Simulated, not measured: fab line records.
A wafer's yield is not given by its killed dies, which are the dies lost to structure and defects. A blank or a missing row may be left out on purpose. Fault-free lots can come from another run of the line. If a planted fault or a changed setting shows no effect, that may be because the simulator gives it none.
Lot-split experiment ; flow rit cmos ; on a route of 202 steps: 5 lots, 23 wafers read

== ON THE SPLIT ==
At RIT_CONTACT_DEVELOP_07 (develop time 120 s), the setting develop time s was moved away from the recipe's 120 s on 10 of the 23 wafers read, by -14.1% to +9.1%. The other wafers ran this setting at the recipe's value.

== FROM THE SPLIT TO THE READING: what the file shows between them, 4 steps ==
- RIT_CONTACT_CD_MEAS_08: target cd 1000 nm
- RIT_CONTACT_HARDBAKE_10: time 60 s
- RIT_CONTACT_ETCH_11: etches SiO2 in CHF3/CF4/Ar, stops on TiSi2, target depth 480 nm, time 320 s
- RIT_CONTACT_STRIP_12: strips in O2, time 180 s (also split here: time s)

== THE READING ==
At RIT_CONTACT_CD_MEAS_90: cd nm in nanometres, against a target cd of 1000 nm. A value of 999.9 nm with a standard deviation of 2.1 nm is what fault-free wafers of this fab line usually give.

wafer;tool, chamber at the split;develop time s as run, s;against the recipe;cd nm, nm;against lot-mates on the recipe
L074.1;litho track-03, 0;125;+4.2%;1005.3;+3.8
L074.2;litho track-03, 0;120;recipe;1001.0;-
L074.4;litho track-03, 0;125;+4.2%;1005.6;+4.1
L074.5;litho track-03, 0;120;recipe;1002.0;-
L074.6;litho track-03, 0;125;+4.2%;1004.0;+2.5
L076.1;litho track-04, 0;120;recipe;1000.8;-
L076.2;litho track-04, 0;120;recipe;1000.7;-
L076.5;litho track-04, 0;120;recipe;1002.4;-
L078.1;litho track-02, 0;120;recipe;997.7;-
L078.2;litho track-02, 0;112;-6.7%;988.9;-8.1
L078.4;litho track-02, 0;120;recipe;996.3;-
L078.5;litho track-02, 0;112;-6.7%;990.7;-6.3
L078.6;litho track-02, 0;112;-6.7%;992.4;-4.6
L083.1;litho track-02, 0;103.1;-14.1%;985.1;-11.6
L083.2;litho track-02, 0;103.1;-14.1%;983.6;-13.1
L083.3;litho track-02, 0;120;recipe;996.9;-
L083.4;litho track-02, 0;120;recipe;996.3;-
L083.6;litho track-02, 0;120;recipe;996.9;-
L084.1;litho track-02, 0;120;recipe;1001.2;-
L084.2;litho track-02, 0;130.9;+9.1%;1008.4;+6.8
L084.3;litho track-02, 0;130.9;+9.1%;1009.3;+7.7
L084.4;litho track-02, 0;120;recipe;1001.6;-
L084.5;litho track-02, 0;120;recipe;1001.9;-

FIT RESULTS
A straight line over all 23 wafers: cd nm changes by +1.13 nm for each +1% of develop time s; r = +0.96; the points scatter about the line by 2.1 nm.
The same after taking each lot's own level away (the mean of its wafers on the recipe; 23 wafers): +0.867 nm for each +1%; r = +0.99; scatter 0.82 nm.
On that fit, the largest move of develop time s shifts the reading by 12 nm.
From 996.70 to 1001.57 nm: that is the span of the lots' own levels, equal to 2.3 times the standard deviation above.
In other words, the slope is changed by the lot-to-lot level; the two fits disagree.
Check: -12.7 nm against its lot-mates is what the line predicts for one of the wafers moved furthest among these (-14.1%) when that wafer is left out of the fit. It came out at -11.6 nm against them.

== OTHER SPLITS ON THESE WAFERS ==
Other splits were also applied to these wafers ahead of the reading. Each is held against what the fit with the lots' levels taken away leaves over:
other split on the same wafers;wafers away from the commonest value;r with cd nm (lot level and that fit taken away)
RIT_REOX_OXIDATION_03 temp c;13;+0.06
RIT_PLDD_IMPLANT_08 dose cm2;5;-0.17
RIT_SPACER_CVD_03 time s;15;+0.09
RIT_PSD_IMPLANT_08 tilt deg;9;-0.15
RIT_SILICIDE_SPUTTER_01 time s;9;+0.14
RIT_CONTACT_STRIP_12 time s;8;+0.38

== THE WHOLE CHAIN: every reading that the file lists as answering this split, in the file's order ==
step;what it does;reading;change (the file's fit);r (the file's)
RIT_CONTACT_CD_MEAS_08;target cd 1000 nm;cd nm;+0.88 nm for each +1% of the setting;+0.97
RIT_CONTACT_ETCH_11;etches SiO2 in CHF3/CF4/Ar, stops on TiSi2, target depth 480 nm, time 320 s;CONTACT.cd nm (the simulator's own value, which no gauge read);+0.866 nm for each +1% of the setting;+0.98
RIT_CONTACT_CD_MEAS_90;target cd 1000 nm;cd nm;+0.865 nm for each +1% of the setting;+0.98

== FILE'S OWN FIT ==
cd nm changes by +0.865 nm for each +1% of develop time s, r = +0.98.
